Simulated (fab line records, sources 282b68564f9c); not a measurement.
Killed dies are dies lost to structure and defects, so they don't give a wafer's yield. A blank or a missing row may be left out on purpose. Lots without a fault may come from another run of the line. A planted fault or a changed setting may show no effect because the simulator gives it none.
Problem report in the 8D (eight disciplines) form, filled by code | flow rit_cmos | the parts of the form that need people (team, actions taken, sign-off) are left out

1. THE PROBLEM
NWELL_RS at RIT_WELLDRIVE_RS_MEAS_01 reads a mean of 351.8 ohm/sq on 6 wafers of 2 lots; wafers without a fault read 279.7 ohm/sq with a standard deviation of 0.75. That is +96 standard deviations from the usual mean.
The step: measures by four-point-probe.
First seen on wafer L447.2, day 5 19:58, on film_metro-04. The record holds 42 wafers of 14 lots with a number at this step. Rule for "out", or "out of limits": more than 4 standard deviations from the usual mean. The other wafers with a number count as sound.

2. WHAT IT IS AND WHAT IT IS NOT
question                    | is                           | is not
which readings at this step | NWELL_RS                     | -
which lots                  | L447, L449                   | L432, L433, L434, L435, L437, L438, L440, L441, L442, L443, L444, L446
which wafers of those lots  | all that have a number       | -
read on which gauges        | film_metro-01, film_metro-04 | film_metro-03
when                        | from day 5 19:58             | up to then (36 sound wafers)

3. SUSPECTS, AND WHAT RULES EACH OUT
Counting: a tool at a process step up to the reading stays a suspect if it ran every lot that is out and no sound lot after the first of them.
- the gauge at RIT_WELLDRIVE_RS_MEAS_01: ruled out. The wafers that are out were read on 2 gauges (film_metro-01, film_metro-04).
- plasma_asher-03 at RIT_ACTIVE_STRIP_14 (strips in O2, time 180 s): kept. It ran every lot that is out, first L447 (day 5 03:50), and no sound lot after that; its last sound lot up to then is L442 (day 4 02:59).
- furnace-01 at RIT_WELLDRIVE_ANNEAL_00 (time 14700 s): kept. It ran every lot that is out, first L447 (day 5 14:52), and no sound lot after that; its last sound lot up to then is L443 (day 4 16:53). Its own readings are out on those wafers: spike_tc_centre_C, spike_tc_load_C, spike_tc_source_C, tube_center_temp_C, tube_center_temp_C_max.
Left after counting: plasma_asher-03 at RIT_ACTIVE_STRIP_14, furnace-01 at RIT_WELLDRIVE_ANNEAL_00.

4. THE CAUSE (what the simulator had put in)
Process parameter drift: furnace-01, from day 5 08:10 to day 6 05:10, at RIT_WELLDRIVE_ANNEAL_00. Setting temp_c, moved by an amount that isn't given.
Counting left 2 suspects, and this tool is among them.

5. THE CHAIN OF EFFECTS, in route order
Each row: a reading whose mean over the struck wafers that have a number lies more than 3 standard deviations from the usual. Only readings for which the record gives a usual standard deviation are gone through. hours: the time from each lot's start at the first step in this table that gives one to its start at this step, as a median over the lots. sigmas: the change in usual standard deviations.
hours | step                     | reading                | usual        | on struck wafers | change | sigmas
0     | RIT_WELLDRIVE_ANNEAL_00  | spike_tc_centre_C      | 1101.7 C     | 1042.2           | -59.5  | -61
0     | RIT_WELLDRIVE_ANNEAL_00  | spike_tc_load_C        | 1126.7 C     | 1065.5           | -61.2  | -32
0     | RIT_WELLDRIVE_ANNEAL_00  | spike_tc_source_C      | 1125 C       | 1069             | -56    | -13
0     | RIT_WELLDRIVE_ANNEAL_00  | tube_center_temp_C     | 1100 C       | 1040             | -60    | -99 or more
0     | RIT_WELLDRIVE_ANNEAL_00  | tube_center_temp_C_max | 1102.8       | 1043.0           | -59.8  | -99 or more
0     | RIT_WELLDRIVE_ANNEAL_00  | zone_power_load_pct    | 40.8 %       | 35.0             | -5.8   | -3.4
0     | RIT_WELLDRIVE_ANNEAL_00  | zone_power_source_pct  | 41.2 %       | 35.1             | -6.1   | -3.2
5     | RIT_WELLDRIVE_RS_MEAS_01 | NWELL_RS               | 279.7 ohm/sq | 351.8            | +72.1  | +96
5     | RIT_WELLDRIVE_RS_MEAS_02 | PWELL_RS               | 429.6 ohm/sq | 495.8            | +66.2  | +47
The process steps in it:
- RIT_WELLDRIVE_ANNEAL_00: time 14700 s.
Later measuring or inspecting steps at which every struck wafer that the step has a row for has a number for every such reading, and none has moved that far: RIT_PRETRO_TW_MEAS_10.

6. WHAT WOULD HAVE CAUGHT IT SOONER
In this record the first reading out of limits at a measuring or inspecting step was taken at day 5 19:58, 12 hours after the fault began at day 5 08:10.
The tool's own readings at RIT_WELLDRIVE_ANNEAL_00 were out on every struck wafer that the step has a row for (spike_tc_centre_C, spike_tc_load_C, spike_tc_source_C, tube_center_temp_C, tube_center_temp_C_max): an alarm limit on them would have fired on the first of those.
Of the lots that are out (2), L449 began RIT_WELLDRIVE_ANNEAL_00 on furnace-01 after day 5 19:58. A hold on the tool at that time would have spared it.
